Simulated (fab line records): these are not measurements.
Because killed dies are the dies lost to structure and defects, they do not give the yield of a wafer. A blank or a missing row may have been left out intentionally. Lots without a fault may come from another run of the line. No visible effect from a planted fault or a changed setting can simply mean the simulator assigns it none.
Struck lot and sound lot, side by side | flow berkeley_cmos170 | 26 steps out of a route of 331
Sound: these wafers, L888.3, L888.5, L888.6. Wafers L874.1, L874.2, L874.6 were the ones struck. Last of all comes the cause.
Each step with rows lists, per side, the tool, then ch with its chambers, then its first start. Under that, the readings that differ: sound wafers | struck wafers | difference of the means | sigmas: that difference in standard deviations of wafers without a fault.
alike: readings whose means differ by less than 2 such deviations, and words and numbers that are the same on both sides. not compared: withheld readings, readings that some wafer has no value for, bounds like >300 that may hide the same value, and numbers for which the record gives no deviation and whose values overlap.
Wherever a step has rows on one side only, a row that says differs or no value, or a row with sigmas, the two part there. Numbers that have no deviation but don't overlap get no sigmas and don't part them. A reading missing from all wafers of one side parts the sides only when that side holds two or more wafers.

first, 3 steps without rows for these wafers: UCB170_M1_EXPOSE_06 (exposes mask METAL1, target cd 700 nm); UCB170_M1_PEB_07; UCB170_M1_DEVELOP_08 (develop time 45 s).
UCB170_M1_CD_MEAS_09: the cd target is 700 nm.
  sound on cd_sem-01 at day 11 08:34; struck on cd_sem-02 at day 8 06:46
  alike: cd_nm
UCB170_M1_OVL_MEAS_10:
  sound on overlay-01 at day 11 08:40; struck on overlay-02 at day 8 06:53
  alike: M1_OVL
UCB170_M1_ETCH_11: etches BARC in N2/H2.
  sound on rie_diel-03 ch 0,1,2, day 11 08:41; struck on rie_diel-02 ch 0,2,3, day 8 06:55
  alike: drypump_motor_current_A, oes_product_au, throttle_valve_pct
UCB170_M1_METAL_ETCH_12: etches Al in Cl2/BCl3, stops on PSG, target depth 780 nm, time 130 s.
  sound on rie_metal-03 ch 0,1, day 11 08:46; struck on rie_metal-03 ch 0,1, day 8 06:58
  alike: drypump_motor_current_A, oes_product_au, throttle_valve_pct
  not compared: rf_hours_counter_h
UCB170_M1_STRIP_13: strips in O2.
  sound on plasma_asher-01 ch 0,1, day 11 08:53; struck on plasma_asher-01 ch 0,1, day 8 07:05
  alike: drypump_motor_current_A, oes_product_au
  not compared: rf_hours_counter_h
UCB170_M1_CD_MEAS_90: the cd target is 700 nm.
  sound on cd_sem-02 at day 11 09:00; struck on cd_sem-02 at day 8 07:11
  alike: cd_nm
then, 1 step without rows for these wafers: UCB170_M1_ANNEAL_14 (time 1200 s).
UCB170_V1_CVD_00: deposits SiO2 from TEOS/O2, target thk 2000 nm, time 250 s.
  sound on pecvd-01 ch 1,2, day 11 12:43; struck on pecvd-04 ch 0,1,2, day 8 11:26
  alike: heater_power_w
UCB170_V1_THK_MEAS_01:
  sound on film_metro-02 at day 11 12:53; struck on film_metro-04 at day 8 11:36
  alike: V1_TEOS_THK
UCB170_V1_CMP_02: polishes SiO2.
  sound on cmp-02 ch 1,2,3, day 11 13:02; struck on cmp-01 ch 0,2, day 8 11:59
  reading                             | sound           | struck         | difference | sigmas
  model.SiO2_of_V1_CVD_00.thk_nm (nm) | 1000 999.1 1001 | 1347 1354 1351 | +351       |
  alike: motor_current_A
UCB170_V1_BOW_MEAS_03:
  sound on film_metro-04 at day 11 13:16; struck on film_metro-04 at day 8 12:14
  alike: V1_BOW
UCB170_V1_THK_MEAS_04:
  sound on film_metro-04 at day 11 13:22; struck on film_metro-04 at day 8 12:22
  reading              | sound              | struck               | difference | sigmas
  V1_POLISHED_THK (nm) | 999.8 999.2 1001.6 | 1346.5 1354.2 1352.5 | +350.9     | +99 or more
then, 7 steps without rows for these wafers: UCB170_V1_CLEAN_05 (cleans in DIW); UCB170_V1_HMDS_06 (prime time 60 s); UCB170_V1_COAT_07 (resist thk 900 nm); UCB170_V1_SOFTBAKE_08 (time 60 s); UCB170_V1_EXPOSE_09 (exposes mask VIA1, target cd 700 nm); UCB170_V1_PEB_10; UCB170_V1_DEVELOP_11 (develop time 45 s).
UCB170_V1_CD_MEAS_12: the cd target is 700 nm.
  sound on cd_sem-01 at day 11 14:28; struck on cd_sem-02 at day 8 14:00
  alike: cd_nm
UCB170_V1_OVL_MEAS_13:
  sound on overlay-01 at day 11 14:34; struck on overlay-01 at day 8 14:07
  alike: V1_OVL
UCB170_V1_ETCH_14: etches SiO2 in CHF3/CF4/Ar, stops on Al, target depth 1250 nm, time 291 s.
  sound on rie_diel-01 ch 0,1, day 11 14:35; struck on rie_diel-02 ch 0,2, day 8 14:09
  reading                        | sound             | struck            | difference | sigmas
  oes_product_au (a.u.)          | 0.861 0.857 0.855 | 1.023 1.002 0.998 | +0.150     | +9
  model.etch.depth_nm (nm)       | 1000 999.1 1001   | 1246 1249 1250    | +248       |
  model.V1.feature_depth_nm (nm) | 1001 999.1 1002   | 1246 1249 1250    | +248       |
  alike: drypump_motor_current_A, throttle_valve_pct
  not compared: rf_hours_counter_h
UCB170_V1_STRIP_15: strips in O2.
  sound on plasma_asher-04 ch 0,1, day 11 14:48; struck on plasma_asher-04 ch 0,1, day 8 14:20
  alike: drypump_motor_current_A, oes_product_au, strip_time_to_endpoint_s
  not compared: rf_hours_counter_h

## WHERE THEY PART
Last at UCB170_V1_ETCH_14 as far as this record goes, first at UCB170_V1_THK_MEAS_04. Later steps at which nothing parts them and some readings are alike: UCB170_V1_STRIP_15.

WHY: the cause the simulator had injected
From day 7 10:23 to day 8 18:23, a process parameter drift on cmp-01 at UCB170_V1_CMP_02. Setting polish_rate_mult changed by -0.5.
